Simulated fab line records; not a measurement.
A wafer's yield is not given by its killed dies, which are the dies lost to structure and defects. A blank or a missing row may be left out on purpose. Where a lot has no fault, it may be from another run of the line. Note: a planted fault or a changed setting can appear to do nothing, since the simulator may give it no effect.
fab line records ; flow ritCmos
record lots=14; wafers=42; lastDay=11
route steps=202 shown ACTIVE@1 GATE@81 PLDD@120 CONTACT@180 M1@202
lots untouched by any fault: they come from a run of this same line in which no faults occurred
startH: hours from the record's opening day to when the first of the lot's shown wafers began ; waitH: hours from the lot's prior step to this one ; " identical to the entry in the row above ; L1.1+2: several wafers, shown together as one row ; - no value, or no start was given ; * or withheld: withheld ; < > ~ a bound
route shown NAME@n: NAME is a module with steps in the file, n the number in the route of the first one ; usual: mean/standard deviation taken from wafers without a fault ; same: alike in all rows ; chamber/n: place in a boat ; sites: readings site by site ; _std_site: the standard deviation of these ; _edge_site: outer sites' mean less inner sites' ; radiusMm: for every site, how far away it sits from the centre of the wafer ; mask NAME#n: copy n ; behind: the most recent tool/chamber to have shaped the wafer ; hold: cause of the lot's hold/its duration in hours/its outcome ; device: the transistor (n, p or np) that didn't switch ; end of line: tests run on the same wafers once the route is complete ; step lacking rows: just its recipe ; killed: not the wafer's yield, but the dies lost to structure and defects at the first sort ; map: a wafer's dies, x killed, . not, _ none there
set.NAME: the setting as run; set.NAME@STEP: as run at that earlier step ; model.NAME: the simulator's own value behind a step, which no gauge read
the route's steps for a sample of lots (tables are steps, rows are wafers)
services: the hour from which a tool's chamber was out of use, counted from the record's first day as startH (under 0 if before that day), plus the number of hours and why
## steps
# step RIT_ACTIVE_BOW_MEAS_00
# recipe mode=bow
# usual INCOMING_BOW=0/6
lot.wafer;tool;chamber;startH;waitH;INCOMING_BOW[um]
L591.2;filmMetro-01;-;10.02;-;-8
L591.3;filmMetro-01;-;10.02;-;-2
L591.4;filmMetro-01;-;10.02;-;-3
L592.1;filmMetro-01;-;15.00;-;-7
L592.3;filmMetro-01;-;15.00;-;-6
L592.4;filmMetro-01;-;15.00;-;-5
L593.1;filmMetro-01;-;20.00;-;-11
L593.3;filmMetro-01;-;20.00;-;5
L593.6;filmMetro-01;-;20.00;-;-1
L595.3;filmMetro-04;-;30.04;-;1
L595.4;filmMetro-04;-;30.04;-;-9
L595.6;filmMetro-04;-;30.04;-;10
L596.2;filmMetro-04;-;35.02;-;-1
L596.5;filmMetro-04;-;35.02;-;3
L596.6;filmMetro-04;-;35.02;-;9
L599.2;filmMetro-03;-;50.02;-;-11
L599.4;filmMetro-03;-;50.02;-;-9
L599.6;filmMetro-03;-;50.02;-;-1
L600.3;filmMetro-01;-;55.04;-;9
L600.4;filmMetro-01;-;55.04;-;1
L600.5;filmMetro-01;-;55.04;-;7
L601.1;filmMetro-04;-;60.00;-;3
L601.5;filmMetro-04;-;60.00;-;1
L601.6;filmMetro-04;-;60.00;-;2
L602.1;filmMetro-03;-;65.00;-;7
L602.3;filmMetro-03;-;65.00;-;-2
L602.6;filmMetro-03;-;65.00;-;0
L605.1;filmMetro-03;-;80.00;-;2
L605.3;filmMetro-03;-;80.00;-;1
L605.6;filmMetro-03;-;80.00;-;10
L606.1;filmMetro-03;-;85.00;-;-12
L606.3;filmMetro-03;-;85.00;-;1
L606.6;filmMetro-03;-;85.00;-;2
L608.2;filmMetro-04;-;95.02;-;2
L608.3;filmMetro-04;-;95.02;-;8
L608.5;filmMetro-04;-;95.02;-;-4
L612.1;filmMetro-04;-;115.00;-;1
L612.4;filmMetro-04;-;115.00;-;-5
L612.5;filmMetro-04;-;115.00;-;-10
L613.1;filmMetro-01;-;120.00;-;-13
L613.4;filmMetro-01;-;120.00;-;-4
L613.5;filmMetro-01;-;120.00;-;-8
# step RIT_GATE_OXIDATION_05
# recipe tempC=900; ambient=O2; targetThkA=30; oxTimeS=270
# usual tubeCenterTempC=899.99/0.076
lot.wafer;tool;chamber;startH;waitH;tubeCenterTempC
L591.2;furnace-03;0;32.58;0.0;899.93
L591.3;furnace-03;0;32.58;0.0;900.15
L591.4;furnace-03;0;32.58;0.0;899.85
L592.1;furnace-01;0;38.03;0.1;900.03
L592.3;furnace-01;0;38.03;0.1;899.96
L592.4;furnace-01;0;38.03;0.1;900.07
L593.1;furnace-02;0;42.70;0.1;900.09
L593.3;furnace-02;0;42.70;0.1;899.92
L593.6;furnace-02;0;42.70;0.1;899.87
L595.3;furnace-01;0;52.79;0.0;899.94
L595.4;furnace-01;0;52.79;0.0;900.01
L595.6;furnace-01;0;52.79;0.0;900.07
L596.2;furnace-03;0;58.18;1.2;899.84
L596.5;furnace-03;0;58.18;1.2;900
L596.6;furnace-03;0;58.18;1.2;900.06
L599.2;furnace-02;0;73.07;0.0;900.09
L599.4;furnace-02;0;73.07;0.0;899.96
L599.6;furnace-02;0;73.07;0.0;900.08
L600.3;furnace-03;0;76.81;0.0;900.06
L600.4;furnace-03;0;76.81;0.0;900.05
L600.5;furnace-03;0;76.81;0.0;900.08
L601.1;furnace-02;0;82.84;0.1;899.91
L601.5;furnace-02;0;82.84;0.1;900.15
L601.6;furnace-02;0;82.84;0.1;899.93
L602.1;furnace-03;0;89.33;1.0;899.83
L602.3;furnace-03;0;89.33;1.0;900
L602.6;furnace-03;0;89.33;1.0;899.96
L605.1;furnace-03;0;103.43;0.5;899.83
L605.3;furnace-03;0;103.43;0.5;900.04
L605.6;furnace-03;0;103.43;0.5;900.09
L612.1;furnace-03;0;137.19;0.3;900
L612.4;furnace-03;0;137.19;0.3;899.99
L612.5;furnace-03;0;137.19;0.3;899.95
L613.1;furnace-01;0;142.72;0.1;899.91
L613.4;furnace-01;0;142.72;0.1;900
L613.5;furnace-01;0;142.72;0.1;899.96
L606.1;furnace-03;0;228.41;120.3;900.03
L606.3;furnace-03;0;228.41;120.3;899.99
L606.6;furnace-03;0;228.41;120.3;900.14
L608.2;furnace-01;0;237.05;120.2;899.91
L608.3;furnace-01;0;237.05;120.2;900.06
L608.5;furnace-01;0;237.05;120.2;899.9
# step RIT_PLDD_OVL_MEAS_06
# usual PLDD_OVL=-0.3/1.4
lot.wafer;tool;chamber;startH;waitH;PLDD_OVL[nm]
L591.2;overlay-01;-;43.51;-;-0.9
L591.3;overlay-01;-;43.51;-;-0.7
L591.4;overlay-01;-;43.51;-;-0.8
L592.1;overlay-01;-;49.10;-;1.3
L592.3;overlay-01;-;49.10;-;0.8
L592.4;overlay-01;-;49.10;-;1.8
L593.1;overlay-02;-;52.57;-;0.8
L593.3;overlay-02;-;52.57;-;0.2
L593.6;overlay-02;-;52.57;-;0.5
L595.3;overlay-01;-;64.24;-;0.0
L595.4;overlay-01;-;64.24;-;-0.4
L595.6;overlay-01;-;64.24;-;0.4
L596.2;overlay-02;-;69.41;-;-0.6
L596.5;overlay-02;-;69.41;-;1.0
L596.6;overlay-02;-;69.41;-;0.1
L599.2;overlay-01;-;83.27;-;0.8
L599.4;overlay-01;-;83.27;-;3.1
L599.6;overlay-01;-;83.27;-;3.4
L600.3;overlay-02;-;88.65;-;-0.4
L600.4;overlay-02;-;88.65;-;-0.7
L600.5;overlay-02;-;88.65;-;-0.4
L601.1;overlay-01;-;94.22;-;1.6
L601.5;overlay-01;-;94.22;-;1.4
L601.6;overlay-01;-;94.22;-;1.6
L602.1;overlay-01;-;101.15;-;-0.4
L602.3;overlay-01;-;101.15;-;-0.7
L602.6;overlay-01;-;101.15;-;-1.4
L605.1;overlay-02;-;113.95;-;-0.5
L605.3;overlay-02;-;113.95;-;-0.5
L605.6;overlay-02;-;113.95;-;0.6
L612.1;overlay-01;-;147.07;-;-2.5
L612.4;overlay-01;-;147.07;-;-2.3
L612.5;overlay-01;-;147.07;-;-4.1
L613.1;overlay-02;-;153.78;-;0.5
L613.4;overlay-02;-;153.78;-;0.9
L613.5;overlay-02;-;153.78;-;0.1
L606.1;overlay-02;-;238.57;-;0.6
L606.3;overlay-02;-;238.57;-;0.4
L606.6;overlay-02;-;238.57;-;3.0
L608.2;overlay-01;-;247.60;-;-2.6
L608.3;overlay-01;-;247.60;-;-1.9
L608.5;overlay-01;-;247.60;-;-0.8
# step RIT_CONTACT_STRIP_12
# recipe chemistry=O2; timeS=180; resist=NOVOLAK; platenTempC=withheld; powerW=500; pressureMtorr=4000; o2FlowSccm=4000
# usual drypumpMotorCurrentA=5.8/0.3
lot.wafer;tool;chamber;startH;waitH;drypumpMotorCurrentA;rfHoursCounterH
L591.2;plasmaAsher-01;1;53.64;0.1;5.3;38
L591.3;plasmaAsher-01;1;53.64;0.1;5.3;-
L591.4;plasmaAsher-01;0;53.64;0.1;6.1;-
L592.1;plasmaAsher-03;0;58.21;0.1;5.5;39
L592.3;plasmaAsher-03;0;58.21;0.1;5.5;-
L592.4;plasmaAsher-03;1;58.21;0.1;6.0;-
L593.1;plasmaAsher-04;1;62.23;0.1;5.7;45
L593.3;plasmaAsher-04;1;62.23;0.1;5.7;-
L593.6;plasmaAsher-04;0;62.23;0.1;6.0;-
L595.3;plasmaAsher-03;0;74.65;0.2;5.5;-
L595.4;plasmaAsher-03;1;74.65;0.2;5.9;-
L595.6;plasmaAsher-03;1;74.65;0.2;6.0;-
L596.2;plasmaAsher-01;0;78.87;0.1;6.1;40
L596.5;plasmaAsher-01;1;78.87;0.1;5.3;-
L596.6;plasmaAsher-01;0;78.87;0.1;6.1;-
L599.2;plasmaAsher-01;1;93.84;0.1;5.3;42
L599.4;plasmaAsher-01;1;93.84;0.1;5.3;-
L599.6;plasmaAsher-01;0;93.84;0.1;6.1;-
L600.3;plasmaAsher-01;0;98.22;0.2;6.2;-
L600.4;plasmaAsher-01;1;98.22;0.2;5.3;-
L600.5;plasmaAsher-01;1;98.22;0.2;5.3;-
L601.1;plasmaAsher-04;0;103.40;0.1;6.0;50
L601.5;plasmaAsher-04;0;103.40;0.1;6.0;-
L601.6;plasmaAsher-04;1;103.40;0.1;5.7;-
L602.1;plasmaAsher-03;0;110.56;0.1;5.5;44
L602.3;plasmaAsher-03;1;110.56;0.1;6.0;-
L602.6;plasmaAsher-03;1;110.56;0.1;5.9;-
L605.1;plasmaAsher-04;1;123.11;0.1;5.7;1
L605.3;plasmaAsher-04;1;123.11;0.1;5.7;-
L605.6;plasmaAsher-04;1;123.11;0.1;5.7;-
L612.1;plasmaAsher-01;0;156.57;0.1;6.1;46
L612.4;plasmaAsher-01;0;156.57;0.1;6.1;-
L612.5;plasmaAsher-01;0;156.57;0.1;6.1;-
L613.1;plasmaAsher-04;0;163.17;0.1;6.0;5
L613.4;plasmaAsher-04;1;163.17;0.1;5.6;-
L613.5;plasmaAsher-04;0;163.17;0.1;6.0;-
L608.2;plasmaAsher-04;0;256.88;0.1;6.0;2
L608.3;plasmaAsher-04;0;256.88;0.1;6.0;-
L608.5;plasmaAsher-04;1;256.88;0.1;5.7;-
# step RIT_M1_PROBE_99
# usual killedAtContacts=0.1/0.25; killedAtFrontEnd=7/3.3; killedDies=7/3.3; killedOpen=3.6/2; killedShort=3.6/2.1
# same grossDies=264; killed_at_M0_to_M3=0; killed_at_M4_up=0; killedAtBackSide=0; killedAtOther=0
lot.wafer;tool;chamber;startH;waitH;killedAtContacts;killedAtFrontEnd;killedDies;killedOpen;killedShort
L591.2;prober-01;-;58.35;0.1;0;4;4;2;2
L591.3;prober-01;-;58.40;0.2;0;6;6;3;3
L591.4;prober-01;-;58.45;0.2;0;4;4;1;3
L592.1;prober-02;-;63.44;0.1;0;15;15;7;8
L592.3;prober-02;-;63.54;0.2;0;6;6;3;3
L592.4;prober-02;-;63.59;0.2;0;8;8;3;5
L593.1;prober-01;-;67.03;0.1;0;8;8;5;3
L593.3;prober-01;-;67.13;0.2;0;7;7;3;4
L593.6;prober-01;-;67.28;0.2;0;10;10;6;4
L595.3;prober-01;-;79.60;0.2;0;9;9;5;4
L595.4;prober-01;-;79.65;0.2;0;6;6;5;1
L595.6;prober-01;-;79.75;0.2;0;5;5;3;2
L596.2;prober-02;-;83.78;0.1;1;5;6;4;2
L596.5;prober-02;-;83.93;0.2;0;6;6;3;3
L596.6;prober-02;-;83.98;0.2;0;3;3;1;2
L599.2;prober-01;-;98.78;0.1;0;11;11;7;4
L599.4;prober-01;-;98.88;0.2;0;6;6;4;2
L599.6;prober-01;-;98.98;0.2;0;6;6;1;5
L600.3;prober-02;-;103.66;0.2;1;9;10;3;7
L600.4;prober-02;-;103.71;0.2;0;8;8;7;1
L600.5;prober-02;-;103.76;0.2;0;7;7;4;3
L601.1;prober-01;-;108.54;0.1;0;5;5;2;3
L601.5;prober-01;-;108.74;0.2;0;4;4;1;3
L601.6;prober-01;-;108.79;0.2;0;9;9;4;5
L602.1;prober-02;-;115.60;0.1;0;10;10;5;5
L602.3;prober-02;-;115.70;0.2;0;4;4;3;1
L602.6;prober-02;-;115.85;0.2;0;10;10;4;6
L605.1;prober-01;-;127.95;0.1;0;8;8;5;3
L605.3;prober-01;-;128.05;0.2;0;7;7;4;3
L605.6;prober-01;-;128.20;0.2;0;8;8;5;3
L612.1;prober-02;-;161.86;0.1;0;8;8;6;2
L612.4;prober-02;-;162.01;0.2;0;5;5;2;3
L612.5;prober-02;-;162.06;0.2;0;2;2;2;0
L613.1;prober-01;-;169.16;0.1;0;7;7;2;5
L613.4;prober-01;-;169.31;0.2;0;9;9;5;4
L613.5;prober-01;-;169.36;0.2;0;9;9;3;6
L608.2;prober-02;-;262.15;0.1;0;7;7;3;4
L608.3;prober-02;-;262.20;0.2;0;8;8;5;3
L608.5;prober-02;-;262.30;0.2;0;8;8;4;4
# killed by level:class
L591.2 GATE:geometricParticle:short=2 GATE:geometricParticle:open=1 SPACER:geometricParticle:open=1
L591.3 GATE:geometricParticle:open=2 FOX2:geometricParticle:short=1 FOX2:geometricParticle:open=1 GATE:geometricParticle:short=1 SILICIDE:geometricParticle:short=1
L591.4 FOX1:geometricParticle:short=1 GATE:geometricParticle:short=1 SILICIDE:geometricParticle:open=1 SILICIDE:geometricParticle:short=1
L592.1 GATE:geometricParticle:short=6 FOX1:geometricParticle:open=2 GATE:geometricParticle:open=2 FOX1:geometricParticle:short=1 FOX2:geometricParticle:open=1 REOX:geometricParticle:open=1 SPACER:geometricParticle:open=1 SILICIDE:geometricParticle:short=1
L592.3 GATE:geometricParticle:open=3 FOX1:geometricParticle:short=1 GATE:geometricParticle:short=1 SILICIDE:geometricParticle:short=1
L592.4 FOX1:geometricParticle:short=2 FOX1:geometricParticle:open=1 GATE:geometricParticle:short=1 GATE:geometricParticle:open=1 REOX:geometricParticle:short=1 REOX:geometricParticle:open=1 SPACER:geometricParticle:short=1
L593.1 GATE:geometricParticle:short=3 GATE:geometricParticle:open=2 FOX1:geometricParticle:open=1 REOX:geometricParticle:open=1 SILICIDE:geometricParticle:open=1
L593.3 GATE:geometricParticle:short=3 GATE:geometricParticle:open=2 REOX:geometricParticle:open=1 SILICIDE:geometricParticle:short=1
L593.6 FOX1:geometricParticle:open=2 FOX2:geometricParticle:open=2 GATE:geometricParticle:open=2 REOX:geometricParticle:short=2 FOX2:geometricParticle:short=1 GATE:geometricParticle:short=1
L595.3 GATE:geometricParticle:open=4 GATE:geometricParticle:short=4 REOX:geometricParticle:open=1
L595.4 SPACER:geometricParticle:open=2 GATE:geometricParticle:short=1 GATE:geometricParticle:open=1 REOX:geometricParticle:open=1 SILICIDE:geometricParticle:open=1
L595.6 GATE:geometricParticle:short=2 GATE:geometricParticle:open=1 SPACER:geometricParticle:open=1 SILICIDE:geometricParticle:open=1
L596.2 FOX2:geometricParticle:open=2 FOX1:geometricParticle:short=1 GATE:geometricParticle:short=1 GATE:geometricParticle:open=1 CONTACT:geometricParticle:open=1
L596.5 FOX2:geometricParticle:open=1 FOX2:geometricParticle:short=1 GATE:geometricParticle:open=1 REOX:geometricParticle:short=1 REOX:geometricParticle:open=1 SPACER:geometricParticle:short=1
L596.6 FOX1:geometricParticle:open=1 GATE:geometricParticle:short=1 SILICIDE:geometricParticle:short=1
L599.2 GATE:geometricParticle:short=4 GATE:geometricParticle:open=3 SPACER:geometricParticle:open=2 SILICIDE:geometricParticle:open=2
L599.4 GATE:geometricParticle:open=2 SILICIDE:geometricParticle:open=2 GATE:geometricParticle:short=1 REOX:geometricParticle:short=1
L599.6 GATE:geometricParticle:short=3 SILICIDE:geometricParticle:short=2 GATE:geometricParticle:open=1
L600.3 GATE:geometricParticle:short=3 FOX2:geometricParticle:short=2 FOX1:geometricParticle:short=1 GATE:geometricParticle:open=1 SPACER:geometricParticle:open=1 SILICIDE:geometricParticle:open=1 CONTACT:geometricParticle:short=1
L600.4 GATE:geometricParticle:open=5 FOX2:geometricParticle:open=1 SILICIDE:geometricParticle:short=1 SILICIDE:geometricParticle:open=1
L600.5 REOX:geometricParticle:open=3 FOX1:geometricParticle:short=1 GATE:geometricParticle:short=1 SILICIDE:geometricParticle:short=1 SILICIDE:geometricParticle:open=1
L601.1 FOX1:geometricParticle:short=2 GATE:geometricParticle:open=2 SPACER:geometricParticle:short=1
L601.5 GATE:geometricParticle:short=2 GATE:geometricParticle:open=1 SILICIDE:geometricParticle:short=1
L601.6 GATE:geometricParticle:open=4 GATE:geometricParticle:short=2 FOX1:geometricParticle:short=1 REOX:geometricParticle:short=1 SILICIDE:geometricParticle:short=1
L602.1 FOX1:geometricParticle:short=2 FOX1:geometricParticle:open=2 SILICIDE:geometricParticle:open=2 GATE:geometricParticle:open=1 REOX:geometricParticle:short=1 SPACER:geometricParticle:short=1 SILICIDE:geometricParticle:short=1
L602.3 GATE:geometricParticle:open=2 GATE:geometricParticle:short=1 SPACER:geometricParticle:open=1
L602.6 SPACER:geometricParticle:short=3 GATE:geometricParticle:open=2 REOX:geometricParticle:open=2 ACTIVE:geometricParticle:short=1 FOX1:geometricParticle:short=1 GATE:geometricParticle:short=1
L605.1 SILICIDE:geometricParticle:open=3 GATE:geometricParticle:short=2 GATE:geometricParticle:open=2 SPACER:geometricParticle:short=1
L605.3 GATE:geometricParticle:short=2 FOX1:geometricParticle:open=1 FOX2:geometricParticle:short=1 GATE:geometricParticle:open=1 REOX:geometricParticle:open=1 SPACER:geometricParticle:open=1
L605.6 GATE:geometricParticle:open=3 FOX1:geometricParticle:open=1 REOX:geometricParticle:short=1 SPACER:geometricParticle:short=1 SPACER:geometricParticle:open=1 SILICIDE:geometricParticle:short=1
L612.1 GATE:geometricParticle:open=2 REOX:geometricParticle:open=2 SPACER:geometricParticle:open=2 GATE:geometricParticle:short=1 SPACER:geometricParticle:short=1
L612.4 REOX:geometricParticle:short=2 FOX1:geometricParticle:open=1 SILICIDE:geometricParticle:open=1 SILICIDE:geometricParticle:short=1
L612.5 GATE:geometricParticle:open=1 REOX:geometricParticle:open=1
L613.1 GATE:geometricParticle:open=2 SPACER:geometricParticle:short=2 FOX1:geometricParticle:short=1 REOX:geometricParticle:short=1 SILICIDE:geometricParticle:short=1
L613.4 GATE:geometricParticle:open=3 REOX:geometricParticle:short=2 REOX:geometricParticle:open=1 SPACER:geometricParticle:open=1 SPACER:geometricParticle:short=1 SILICIDE:geometricParticle:short=1
L613.5 GATE:geometricParticle:short=2 SPACER:geometricParticle:short=2 FOX1:geometricParticle:open=1 FOX1:geometricParticle:short=1 GATE:geometricParticle:open=1 SILICIDE:geometricParticle:short=1 SILICIDE:geometricParticle:open=1
L608.2 FOX2:geometricParticle:short=2 FOX2:geometricParticle:open=1 GATE:geometricParticle:short=1 GATE:geometricParticle:open=1 REOX:geometricParticle:short=1 SILICIDE:geometricParticle:open=1
L608.3 FOX1:geometricParticle:open=2 SILICIDE:geometricParticle:open=2 GATE:geometricParticle:short=1 REOX:geometricParticle:short=1 SPACER:geometricParticle:open=1 SILICIDE:geometricParticle:short=1
L608.5 SILICIDE:geometricParticle:short=2 FOX1:geometricParticle:open=1 FOX2:geometricParticle:open=1 GATE:geometricParticle:short=1 SPACER:geometricParticle:short=1 SPACER:geometricParticle:open=1 SILICIDE:geometricParticle:open=1
## services
tool;chamber;startH;hours;kind
furnace-03;-;20.68;8.2;pm
furnace-03;-;28.93;3.3;pm
furnace-01;-;69.48;5.4;pm
furnace-01;-;77.43;2.6;pm
plasmaAsher-04;-;108.75;9.0;pm
plasmaAsher-04;0;108.75;9.0;ventCycle
plasmaAsher-04;1;108.75;9.0;ventCycle
plasmaAsher-01;-;111.34;10.6;repair
plasmaAsher-04;0;117.75;-;clean
plasmaAsher-04;1;117.75;-;clean
furnace-02;-;122.60;3.3;pm
plasmaAsher-01;-;123.88;14.6;pm
plasmaAsher-03;-;167.46;2.8;pm
## key
firstSign step=RIT_GATE_OXIDATION_05; reading=waitH; direction=changed
effect none on later readings
metAt RIT_GATE_OXIDATION_05
struckLots L606,L608
struckWafers L606.1,L606.3,L606.6,L608.2,L608.3,L608.5
rowsEnd L606.1,L606.3,L606.6
testerLeftOut L608
loopTrim step=RIT_CONTACT_EXPOSE_05; setting=dose; lots=L608
notActingAt RIT_ACTIVE_BOW_MEAS_00,RIT_PLDD_OVL_MEAS_06,RIT_CONTACT_STRIP_12
fault kind=queueTimeViolation; tool=furnace-01,furnace-02,furnace-03; chamber=0; onsetH=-; steps=RIT_GATE_OXIDATION_05; delayHr=120; scope=struckLotsOnly
# testerLeftOut: of these lots the tester's yield and bins aren't shown, on N5 and GAA mostly nor the transistor test; their killed dies are dies lost to structure and defects alone, not to doping, threshold or leakage, so they don't give the yield
# rowsEnd: these wafers met a further fault down the route, and their rows from its step on are left out
# loopTrim: a control loop set the setting to another value than it would have without faults
